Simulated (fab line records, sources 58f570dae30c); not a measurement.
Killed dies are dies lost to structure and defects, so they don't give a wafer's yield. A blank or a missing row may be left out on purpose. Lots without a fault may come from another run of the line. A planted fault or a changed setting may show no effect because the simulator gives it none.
fab line records | flow berkeley_cmos170
record lots=14 wafers=42 last_day=12
route steps=331 shown GATE@128 SDANNEAL@204 M2@286 M3@324
lots that met no fault: from a run of the same line without faults
start_h: hours from the record's first day to the start of the lot's first wafer shown | wait_h: hours since the lot's step before | " the same as in the row above | L1.1+2: a row that stands for several wafers | - no value, or no start given | * or withheld: withheld | < > ~ a bound
route shown NAME@n: a module of which the file shows steps, and the number in the route of the first | usual: mean/standard deviation of fault-free wafers | same: alike in all rows | chamber/n: place in a boat | sites: the reading at each site | _std_site: their standard deviation | _edge_site: outer sites' mean less inner sites' | radius_mm: how far each site lies from the wafer's centre | mask NAME#n: copy n | behind: the tool/chamber that last shaped the wafer | hold: why the lot was held/for how many hours/how that ended | device: the transistor (n, p or np) that didn't switch | end of line: the same wafers' tests at the end of the route | a step without rows: its recipe alone | killed: dies lost to structure and defects at the first sort, not the wafer's yield | map: a wafer's dies, x killed, . not, _ none there
set.NAME: the setting as run; set.NAME@STEP: as run at that earlier step | model.NAME: the simulator's own value behind a step, which no gauge read
steps of the route over a sample of lots; a table a step, a row a wafer
## steps
# step UCB170_GATE_THK_MEAS_02
# recipe reads=SiO2_of_GATE_OXIDATION_01
# usual GATE_OXIDE_THK=6.64/0.15
# columns lot.wafer tool chamber start_h wait_h GATE_OXIDE_THK[nm]
L788.1 film_metro-02 - 136.21 0.0 6.90
L788.4 " - " " 6.93
L788.6 " - " " 6.92
L787.3 film_metro-02 - 136.29 0.1 6.68
L787.4 " - " " 6.75
L787.6 " - " " 6.49
L790.1 film_metro-03 - 147.23 0.0 6.72
L790.3 " - " " 6.66
L790.6 " - " " 6.65
L791.1 film_metro-04 - 147.23 0.0 6.70
L791.2 " - " " 6.71
L791.5 " - " " 6.65
L794.1 film_metro-04 - 166.96 0.0 6.54
L794.2 " - " " 6.31
L794.3 " - " " 6.41
L801.1 film_metro-04 - 185.63 0.0 6.51
L801.2 " - " " 6.82
L801.5 " - " " 6.66
L800.3 film_metro-02 - 185.65 0.0 6.82
L800.5 " - " " 6.91
L800.6 " - " " 6.75
L803.1 film_metro-04 - 201.07 0.0 6.82
L803.2 " - " " 6.69
L803.6 " - " " 6.66
L802.2 film_metro-03 - 201.08 0.0 6.95
L802.4 " - " " 6.97
L802.6 " - " " 6.86
L804.2 film_metro-04 - 207.72 0.0 6.55
L804.4 " - " " 6.45
L804.5 " - " " 6.60
L805.1 film_metro-03 - 207.75 0.0 6.54
L805.2 " - " " 6.66
L805.6 " - " " 6.65
L806.2 film_metro-02 - 221.49 0.0 6.66
L806.3 " - " " 6.61
L806.5 " - " " 6.70
L807.1 film_metro-04 - 221.54 0.1 6.55
L807.2 " - " " 6.60
L807.5 " - " " 6.49
L809.2 film_metro-02 - 241.80 0.0 6.58
L809.3 " - " " 6.50
L809.6 " - " " 6.61
# step UCB170_SDANNEAL_RTA_00
# recipe temp_c=900 time_s=10 ambient=N2
# usual anneal_temp_c_max=903.9/1.4 chamber_o2_ppm=1.997/0.02 lamp_power_pct=25.2/0.75 wafer_temp_C_max=905.2/1
# columns lot.wafer tool chamber start_h wait_h anneal_temp_c_max chamber_o2_ppm lamp_power_pct wafer_temp_C_max
L788.1 rtp_anneal-02 0 164.73 0.0 902.1 2.006 24.5 903.7
L788.4 " 0 " " 902.8 2.004 24.4 904.2
L788.6 " 0 " " 902.6 2.012 24.4 904.6
L787.3 rtp_anneal-01 0 165.93 0.0 906.0 1.996 26.0 906.6
L787.4 " 0 " " 903.6 2.012 26.0 904.5
L787.6 " 0 " " 905.6 1.993 25.9 904.6
L790.1 rtp_anneal-02 - 172.98 0.0 - - - -
L790.3 " - " " - - - -
L790.6 " - " " - - - -
L791.1 rtp_anneal-01 - 172.98 0.0 - - - -
L791.2 " - " " - - - -
L791.5 " - " " - - - -
L794.1 rtp_anneal-02 0 203.01 0.1 904.4 1.977 24.5 905.3
L794.2 " 0 " " 903.4 1.967 24.4 904.3
L794.3 " 0 " " 903.4 1.984 24.4 905.3
L800.3 rtp_anneal-01 0 216.48 0.0 904.8 2.021 26.0 904.6
L800.5 " 0 " " 905.0 2.016 25.9 906.8
L800.6 " 0 " " 904.9 2.014 25.9 904.7
L801.1 rtp_anneal-02 0 216.89 0.0 902.4 2.035 24.4 904.1
L801.2 " 0 " " 902.8 2.020 24.4 904.6
L801.5 " 0 " " 902.1 1.971 24.4 905.6
L803.1 rtp_anneal-02 0 223.19 0.0 902.7 2.032 24.4 903.9
L803.2 " 0 " " 902.7 2.025 24.5 904.6
L803.6 " 0 " " 902.6 2.012 24.4 903.6
L802.2 rtp_anneal-02 0 223.83 0.0 901.9 1.995 24.4 906.3
L802.4 " 0 " " 902.7 2.031 24.4 906.6
L802.6 " 0 " " 901.3 2.034 24.5 905.1
L805.1 rtp_anneal-02 0 233.52 0.0 902.0 1.970 24.4 905.2
L805.2 " 0 " " 902.2 1.985 24.4 904.1
L805.6 " 0 " " 903.1 1.967 24.4 906.9
L804.2 rtp_anneal-01 0 234.05 0.0 906.3 1.987 25.9 906.4
L804.4 " 0 " " 904.4 1.975 25.9 906.2
L804.5 " 0 " " 904.8 1.980 26.0 905.6
L807.1 rtp_anneal-02 0 248.14 0.0 901.8 1.985 24.4 904.8
L807.2 " 0 " " 903.6 2.002 24.4 905.7
L807.5 " 0 " " 901.8 1.959 24.4 904.1
L806.2 rtp_anneal-01 0 248.53 0.0 905.6 2.013 25.9 904.5
L806.3 " 0 " " 903.6 2.004 25.9 904.8
L806.5 " 0 " " 905.1 2.011 25.9 906.0
L809.2 rtp_anneal-02 0 264.12 0.0 903.5 2.034 24.5 903.8
L809.3 " 0 " " 903.2 2.019 24.5 903.9
L809.6 " 0 " " 903.1 2.023 24.5 905.1
# step UCB170_M2_CD_MEAS_15
# recipe target_cd_nm=700
# usual cd_nm=700.0/1.3
# columns lot.wafer tool chamber start_h wait_h cd_nm
L788.1 cd_sem-01 - 188.11 - 699.0
L788.4 " - " " 701.3
L788.6 " - " " 699.3
L787.3 cd_sem-02 - 188.61 - 701.6
L787.4 " - " " 701.4
L787.6 " - " " 700.9
L794.1 cd_sem-01 - 223.26 - 702.1
L794.2 " - " " 702.5
L794.3 " - " " 703.2
L801.1 cd_sem-02 - 236.92 - 700.4
L801.2 " - " " 701.7
L801.5 " - " " 701.3
L800.3 cd_sem-01 - 237.50 - 701.2
L800.5 " - " " 701.3
L800.6 " - " " 699.5
L803.1 cd_sem-01 - 243.22 - 701.3
L803.2 " - " " 701.1
L803.6 " - " " 699.9
L802.2 cd_sem-01 - 247.12 - 701.9
L802.4 " - " " 702.0
L802.6 " - " " 700.6
L804.2 cd_sem-02 - 252.96 - 701.3
L804.4 " - " " 701.0
L804.5 " - " " 700.3
L805.1 cd_sem-02 - 253.74 - 699.4
L805.2 " - " " 698.7
L805.6 " - " " 699.4
L807.1 cd_sem-01 - 264.80 - 699.5
L807.2 " - " " 700.4
L807.5 " - " " 700.3
L806.2 cd_sem-02 - 264.94 - 698.6
L806.3 " - " " 698.3
L806.5 " - " " 698.5
L809.2 cd_sem-01 - 279.08 - 699.0
L809.3 " - " " 699.3
L809.6 " - " " 699.3
# step UCB170_M3_CD_MEAS_15
# recipe target_cd_nm=700
# usual cd_nm=700.3/1.6
# columns lot.wafer tool chamber start_h wait_h cd_nm
L788.1 cd_sem-01 - 196.46 - 701.4
L788.4 " - " " 699.6
L788.6 " - " " 700.5
L787.3 cd_sem-02 - 198.85 - 701.3
L787.4 " - " " 699.9
L787.6 " - " " 700.1
L794.1 cd_sem-01 - 231.38 - 699.3
L794.2 " - " " 701.2
L794.3 " - " " 700.0
L801.1 cd_sem-02 - 243.21 - 699.8
L801.2 " - " " 699.1
L801.5 " - " " 698.5
L800.3 cd_sem-02 - 245.39 - 700.0
L800.5 " - " " 700.9
L800.6 " - " " 700.4
L803.1 cd_sem-01 - 248.65 - 699.0
L803.2 " - " " 699.8
L803.6 " - " " 700.4
L802.2 cd_sem-02 - 252.04 - 700.4
L802.4 " - " " 700.2
L802.6 " - " " 700.3
L804.2 cd_sem-01 - 260.11 - 699.3
L804.4 " - " " 699.8
L804.5 " - " " 698.1
L805.1 cd_sem-02 - 260.33 - 701.1
L805.2 " - " " 700.8
L805.6 " - " " 703.0
L807.1 cd_sem-02 - 269.80 - 699.2
L807.2 " - " " 698.4
L807.5 " - " " 699.4
L806.2 cd_sem-02 - 270.82 - 703.4
L806.3 " - " " 701.8
L806.5 " - " " 702.1
L809.2 cd_sem-01 - 285.28 - 698.7
L809.3 " - " " 699.1
L809.6 " - " " 698.1
## key
first_sign step=UCB170_SDANNEAL_RTA_00 reading=tool_record direction=missing
effect none on later readings
met_at UCB170_SDANNEAL_RTA_00
struck_lots L790,L791
later_rows_left_out L790.1,L790.3,L790.6,L791.1,L791.2,L791.5
sort_left_out L790.1,L790.3,L790.6,L791.1,L791.2,L791.5
tester_left_out L790,L791
not_acting_at UCB170_GATE_THK_MEAS_02,UCB170_M2_CD_MEAS_15,UCB170_M3_CD_MEAS_15
onset_between 165.93 172.98
fault kind=skipped_step_whole tool=rtp_anneal-01,rtp_anneal-02 chamber=- onset_h=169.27 steps=UCB170_SDANNEAL_RTA_00 scope=struck_lots_only
# tester_left_out: of these lots the tester's yield and bins aren't shown, on N5 and GAA mostly nor the transistor test; their killed dies are dies lost to structure and defects alone, not to doping, threshold or leakage, so they don't give the yield
# sort_left_out: the simulated sort isn't trusted on such a fault, so these wafers' sort isn't shown, and their yield isn't known
# later_rows_left_out: the simulator's readings of these wafers behind a module that went badly wrong aren't trusted and aren't shown, but for the sort
